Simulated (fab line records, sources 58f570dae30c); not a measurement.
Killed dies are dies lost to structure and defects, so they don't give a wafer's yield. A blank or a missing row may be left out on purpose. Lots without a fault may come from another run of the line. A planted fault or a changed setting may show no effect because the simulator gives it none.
Which tool did it? | flow berkeley_cmos170 | 7 lots, 21 wafers sampled, at 2 steps of a route of 331

WHAT THE GAUGES READ, wafer by wafer
UCB170_SACOX_THK_MEAS_02.
lot  | measured    | on            | SACOX_OXIDE_THK (nm)
L692 | day 5 09:49 | film_metro-02 | 14.43 14.24 14.60
L694 | day 6 00:37 | film_metro-02 | 14.16 14.39 14.11
L699 | day 7 08:45 | film_metro-03 | 14.19 14.37 14.42
L705 | day 7 22:57 | film_metro-04 | 14.18 14.11 14.02
L707 | day 8 11:20 | film_metro-03 | 14.77 14.59 14.31
L710 | day 9 04:23 | film_metro-04 | 14.36 14.22 14.49
L714 | day 9 12:18 | film_metro-03 | 13.91 14.04 13.96

WHICH TOOL RAN EACH LOT (tool, then ch and the chambers of the sampled wafers, then the start)
lot  | UCB170_SACOX_OXIDATION_01
L692 | furnace-01 ch 0, day 5 08:10
L694 | furnace-02 ch 0, day 5 22:57
L699 | furnace-01 ch 0, day 7 07:05
L705 | furnace-02 ch 0, day 7 21:17
L707 | furnace-01 ch 0, day 8 09:39
L710 | furnace-04 ch 0, day 9 02:43
L714 | furnace-02 ch 0, day 9 10:36
- UCB170_SACOX_OXIDATION_01: target thk 14.4 nm, ox time 2400 s.

THE ANSWER, worked out from the rows above alone
Rule: what is usual is taken from the lots themselves. Put in order of their means at a reading, lots are off if they are a third of the lots or fewer, leave a main group of 4 or more, and stand apart from it by a gap of 3 or more times the standard deviation of the main group's means; of several such gaps the widest counts. A main group whose means are all the same, to the digits that the tables above print for the reading, isn't used. A lot without any number at a reading at which 4 lots or more have one is off too. The other lots that the step has rows for count as sound.
No lot is off at any reading shown: from this, nothing can be told.

WHAT THE SIMULATOR HAD PUT IN
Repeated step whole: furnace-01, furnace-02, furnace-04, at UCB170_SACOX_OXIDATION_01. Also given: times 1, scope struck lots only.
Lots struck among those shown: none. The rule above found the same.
